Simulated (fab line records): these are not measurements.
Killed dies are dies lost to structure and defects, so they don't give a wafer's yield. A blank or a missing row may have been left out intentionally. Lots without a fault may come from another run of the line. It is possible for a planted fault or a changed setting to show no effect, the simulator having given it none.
Split-lot trial || flow ritCmos || route with 202 steps; 5 lots, 23 wafers read

ABOUT THE SPLIT
At RIT_CONTACT_DEVELOP_07 (develop time 120 s), the setting developTimeS was moved away from the recipe's 120 s on 6 of the 23 wafers read, by -10.7% to +12.9%. For the rest of the wafers, this setting stayed at what the recipe calls for.

FROM THE SPLIT TO THE READING: what the file shows between them, 4 steps
- RIT_CONTACT_CD_MEAS_08: target cd 1000 nm
- RIT_CONTACT_HARDBAKE_10: time 60 s
- RIT_CONTACT_ETCH_11: etches SiO2 in CHF3/CF4/Ar, stops on TiSi2, target depth 480 nm, time 320 s
- RIT_CONTACT_STRIP_12: strips in O2, time 180 s

THE READING
cdNm at RIT_CONTACT_CD_MEAS_90, given in nm (cd target 1000 nm). Fault-free wafers of this fab line usually give 999.0 nm, standard deviation 1.9 nm.

{"wafer": "L074.2", "tool, chamber at the split": "lithoTrack-03, 0", "developTimeS as run, s": 120, "against the recipe": "recipe", "cdNm, nm": 996.9, "against lot-mates on the recipe": "-"}
{"wafer": "L074.3", "tool, chamber at the split": "lithoTrack-03, 0", "developTimeS as run, s": 107.2, "against the recipe": "-10.7%", "cdNm, nm": 990.1, "against lot-mates on the recipe": -7.8}
{"wafer": "L074.4", "tool, chamber at the split": "lithoTrack-03, 0", "developTimeS as run, s": 107.2, "against the recipe": "-10.7%", "cdNm, nm": 989.7, "against lot-mates on the recipe": -8.2}
{"wafer": "L074.5", "tool, chamber at the split": "lithoTrack-03, 0", "developTimeS as run, s": 120, "against the recipe": "recipe", "cdNm, nm": 998.9, "against lot-mates on the recipe": "-"}
{"wafer": "L074.6", "tool, chamber at the split": "lithoTrack-03, 0", "developTimeS as run, s": 107.2, "against the recipe": "-10.7%", "cdNm, nm": 990.5, "against lot-mates on the recipe": -7.4}
{"wafer": "L076.2", "tool, chamber at the split": "lithoTrack-04, 0", "developTimeS as run, s": 120, "against the recipe": "recipe", "cdNm, nm": 995.3, "against lot-mates on the recipe": "-"}
{"wafer": "L076.5", "tool, chamber at the split": "lithoTrack-04, 0", "developTimeS as run, s": 120, "against the recipe": "recipe", "cdNm, nm": 997.0, "against lot-mates on the recipe": "-"}
{"wafer": "L076.6", "tool, chamber at the split": "lithoTrack-04, 0", "developTimeS as run, s": 120, "against the recipe": "recipe", "cdNm, nm": 995.9, "against lot-mates on the recipe": "-"}
{"wafer": "L077.1", "tool, chamber at the split": "lithoTrack-04, 0", "developTimeS as run, s": 120, "against the recipe": "recipe", "cdNm, nm": 999.1, "against lot-mates on the recipe": "-"}
{"wafer": "L077.3", "tool, chamber at the split": "lithoTrack-04, 0", "developTimeS as run, s": 135.5, "against the recipe": "+12.9%", "cdNm, nm": 1009.7, "against lot-mates on the recipe": "+11.1"}
{"wafer": "L077.4", "tool, chamber at the split": "lithoTrack-04, 0", "developTimeS as run, s": 135.5, "against the recipe": "+12.9%", "cdNm, nm": 1008.2, "against lot-mates on the recipe": "+9.6"}
{"wafer": "L077.5", "tool, chamber at the split": "lithoTrack-04, 0", "developTimeS as run, s": 135.5, "against the recipe": "+12.9%", "cdNm, nm": 1007.7, "against lot-mates on the recipe": "+9.1"}
{"wafer": "L077.6", "tool, chamber at the split": "lithoTrack-04, 0", "developTimeS as run, s": 120, "against the recipe": "recipe", "cdNm, nm": 998.1, "against lot-mates on the recipe": "-"}
{"wafer": "L079.1", "tool, chamber at the split": "lithoTrack-04, 0", "developTimeS as run, s": 120, "against the recipe": "recipe", "cdNm, nm": 1000.5, "against lot-mates on the recipe": "-"}
{"wafer": "L079.2", "tool, chamber at the split": "lithoTrack-04, 0", "developTimeS as run, s": 120, "against the recipe": "recipe", "cdNm, nm": 1001.3, "against lot-mates on the recipe": "-"}
{"wafer": "L079.4", "tool, chamber at the split": "lithoTrack-04, 0", "developTimeS as run, s": 120, "against the recipe": "recipe", "cdNm, nm": 1000.7, "against lot-mates on the recipe": "-"}
{"wafer": "L079.5", "tool, chamber at the split": "lithoTrack-04, 0", "developTimeS as run, s": 120, "against the recipe": "recipe", "cdNm, nm": 1000.5, "against lot-mates on the recipe": "-"}
{"wafer": "L079.6", "tool, chamber at the split": "lithoTrack-04, 0", "developTimeS as run, s": 120, "against the recipe": "recipe", "cdNm, nm": 1000.7, "against lot-mates on the recipe": "-"}
{"wafer": "L082.1", "tool, chamber at the split": "lithoTrack-03, 0", "developTimeS as run, s": 120, "against the recipe": "recipe", "cdNm, nm": 1000.6, "against lot-mates on the recipe": "-"}
{"wafer": "L082.2", "tool, chamber at the split": "lithoTrack-03, 0", "developTimeS as run, s": 120, "against the recipe": "recipe", "cdNm, nm": 1000.7, "against lot-mates on the recipe": "-"}
{"wafer": "L082.4", "tool, chamber at the split": "lithoTrack-03, 0", "developTimeS as run, s": 120, "against the recipe": "recipe", "cdNm, nm": 999.4, "against lot-mates on the recipe": "-"}
{"wafer": "L082.5", "tool, chamber at the split": "lithoTrack-03, 0", "developTimeS as run, s": 120, "against the recipe": "recipe", "cdNm, nm": 999.8, "against lot-mates on the recipe": "-"}
{"wafer": "L082.6", "tool, chamber at the split": "lithoTrack-03, 0", "developTimeS as run, s": 120, "against the recipe": "recipe", "cdNm, nm": 999.8, "against lot-mates on the recipe": "-"}

THE FIT
A straight line over all 23 wafers: cdNm changes by +0.778 nm for each +1% of developTimeS; r = +0.95; the points scatter about the line by 1.7 nm.
The same after taking each lot's own level away (the mean of its wafers on the recipe; 23 wafers): +0.753 nm for each +1%; r = +0.99; scatter 0.63 nm.
On that fit, the largest move of developTimeS shifts the reading by 9.7 nm.
The span of the lots' own levels, 996.07 to 1000.74 nm, comes to 2.5 times the standard deviation stated above.
Consequently the slope shifts little with the lot-to-lot level, the two slopes agreeing.
Check: +9.39 nm against its lot-mates is what the line predicts for one of the wafers moved furthest among these (+12.9%) when that wafer is left out of the fit. It came out at +11.1 nm against them.

THESE WAFERS: OTHER SPLITS
Other splits were also applied to these wafers ahead of the reading. Each is held against what the fit with the lots' levels taken away leaves over:
{"other split on the same wafers": "RIT_GATE_EXPOSE_13 doseMj", "wafers away from the commonest value": 4, "r with cdNm (lot level and that fit taken away)": "+0.00"}
{"other split on the same wafers": "RIT_GATE_ETCH_19 rfW", "wafers away from the commonest value": 10, "r with cdNm (lot level and that fit taken away)": -0.37}
{"other split on the same wafers": "RIT_REOX_OXIDATION_03 tempC", "wafers away from the commonest value": 10, "r with cdNm (lot level and that fit taken away)": -0.01}
{"other split on the same wafers": "RIT_PLDD_IMPLANT_08 energyKev", "wafers away from the commonest value": 10, "r with cdNm (lot level and that fit taken away)": -0.26}
{"other split on the same wafers": "RIT_PSD_HARDBAKE_07 tempC", "wafers away from the commonest value": 11, "r with cdNm (lot level and that fit taken away)": "+0.13"}
{"other split on the same wafers": "RIT_SDANNEAL_CLEAN_02 timeS", "wafers away from the commonest value": 18, "r with cdNm (lot level and that fit taken away)": "+0.04"}
{"other split on the same wafers": "RIT_SILICIDE_SPUTTER_01 powerW", "wafers away from the commonest value": 4, "r with cdNm (lot level and that fit taken away)": -0.19}

THE WHOLE CHAIN: every reading that the file lists as answering this split, in the file's order
{"step": "RIT_CONTACT_CD_MEAS_08", "what it does": "target cd 1000 nm", "reading": "cdNm", "change (the file's fit)": "+0.741 nm for each +1% of the setting", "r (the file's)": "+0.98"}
{"step": "RIT_CONTACT_ETCH_11", "what it does": "etches SiO2 in CHF3/CF4/Ar, stops on TiSi2, target depth 480 nm, time 320 s", "reading": "CONTACT.cdNm (the simulator's own value, which no gauge read)", "change (the file's fit)": "+0.755 nm for each +1% of the setting", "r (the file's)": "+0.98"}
{"step": "RIT_CONTACT_CD_MEAS_90", "what it does": "target cd 1000 nm", "reading": "cdNm", "change (the file's fit)": "+0.755 nm for each +1% of the setting", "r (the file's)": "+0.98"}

FILE'S OWN FIT
cdNm changes by +0.755 nm for each +1% of developTimeS, r = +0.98.
